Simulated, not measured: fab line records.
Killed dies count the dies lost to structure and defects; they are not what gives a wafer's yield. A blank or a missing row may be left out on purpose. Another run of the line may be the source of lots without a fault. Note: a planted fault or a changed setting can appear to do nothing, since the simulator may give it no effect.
Tool commonality check | flow berkeley_cmos170 | Sample size 15 lots and 45 wafers

== REASON IT WAS OPENED ==
3 of 15 lots carry a flag on the reading M1_OVL at UCB170_M1_OVL_MEAS_10. Wafers without a fault read -2 nm, standard deviation 6.1.
Rule: a lot gets a flag if all its wafers with a number sit over 4 standard deviations from that mean, or if no wafer of it has a number. All remaining lots are regarded as sound.

lot  | measured     | on         | M1_OVL (nm), wafer by wafer | flag
L354 | day 8 16:15  | overlay-01 | -2 -9 -6                    |
L353 | day 8 17:15  | overlay-02 | -7 4 -1                     |
L357 | day 9 12:04  | overlay-02 | 212 220 223                 | FLAGGED
L358 | day 9 14:40  | overlay-01 | 221 230 221                 | FLAGGED
L359 | day 9 15:08  | overlay-01 | 214 218 213                 | FLAGGED
L360 | day 10 04:52 | overlay-01 | -16 -16 -17                 |
L362 | day 10 05:07 | overlay-01 | 2 -7 -10                    |
L361 | day 10 05:08 | overlay-02 | -8 -6 -9                    |
L363 | day 10 07:13 | overlay-02 | -2 -5 -4                    |
L365 | day 10 16:57 | overlay-01 | -2 0 -8                     |
L366 | day 10 17:03 | overlay-02 | -1 -1 -4                    |
L370 | day 11 11:19 | overlay-02 | -4 -9 -4                    |
L374 | day 12 13:17 | overlay-01 | -3 -1 -2                    |
L372 | day 12 13:24 | overlay-02 | 1 1 3                       |
L373 | day 12 13:46 | overlay-01 | -10 -16 -12                 |
Average over the flagged lots: 219 nm; offset from the usual +221 nm, equal to +36 standard deviations.

== TOOL THAT RAN EACH LOT ==
The record keeps 1 process step preceding the reading, out of 331 steps on the route. Cell contents, in order: the tool; ch with the chambers the sampled wafers went through; the start.
lot  | flag    | UCB170_M1_EXPOSE_06
L354 |         | krf_scanner-02 ch 0, day 8 15:20
L353 |         | krf_scanner-02 ch 0, day 8 15:46
L357 | FLAGGED | krf_scanner-02 ch 0, day 9 10:22
L358 | FLAGGED | krf_scanner-02 ch 0, day 9 11:08
L359 | FLAGGED | krf_scanner-02 ch 0, day 9 12:11
L360 |         | krf_scanner-01 ch 0, day 10 03:41
L362 |         | krf_scanner-01 ch 0, day 10 03:52
L361 |         | krf_scanner-01 ch 0, day 10 03:56
L363 |         | krf_scanner-01 ch 0, day 10 06:44
L365 |         | krf_scanner-01 ch 0, day 10 16:07
L366 |         | krf_scanner-01 ch 0, day 10 16:14
L370 |         | krf_scanner-01 ch 0, day 11 10:48
L374 |         | krf_scanner-01 ch 0, day 12 12:47
L372 |         | krf_scanner-01 ch 0, day 12 12:53
L373 |         | krf_scanner-01 ch 0, day 12 13:16
What is done by these steps:
- UCB170_M1_EXPOSE_06: exposes mask METAL1, target cd 700 nm.
- UCB170_M1_OVL_MEAS_10

== FLAGGED AGAINST TOTAL, ONE TOOL AT A TIME (gauges that did the reading follow at the end) ==
step                  | tool           | lots run | flagged | share of the flagged lots | sound lots run after its first flagged lot
UCB170_M1_EXPOSE_06   | krf_scanner-01 | 10       | 0       | none                      | -
UCB170_M1_EXPOSE_06   | krf_scanner-02 | 5        | 3       | all                       | 0
UCB170_M1_OVL_MEAS_10 | overlay-01     | 8        | 2       | some                      | 5 (L360,L362,L365,L374,L373)
UCB170_M1_OVL_MEAS_10 | overlay-02     | 7        | 1       | some                      | 5 (L361,L363,L366,L370,L372)

== WHAT THE TABLE ALLOWS ==
Rows of the table that ran each flagged lot: 1, that is krf_scanner-02 at UCB170_M1_EXPOSE_06.
- krf_scanner-02 at UCB170_M1_EXPOSE_06 ran 5 lots, 3 of them flagged. Last sound lot L353 at day 8 15:46, first flagged lot L357 at day 9 10:22; a fault beginning in between fits.
One tool is left: krf_scanner-02 at UCB170_M1_EXPOSE_06.

== WHAT THE SIMULATOR PUT IN ==
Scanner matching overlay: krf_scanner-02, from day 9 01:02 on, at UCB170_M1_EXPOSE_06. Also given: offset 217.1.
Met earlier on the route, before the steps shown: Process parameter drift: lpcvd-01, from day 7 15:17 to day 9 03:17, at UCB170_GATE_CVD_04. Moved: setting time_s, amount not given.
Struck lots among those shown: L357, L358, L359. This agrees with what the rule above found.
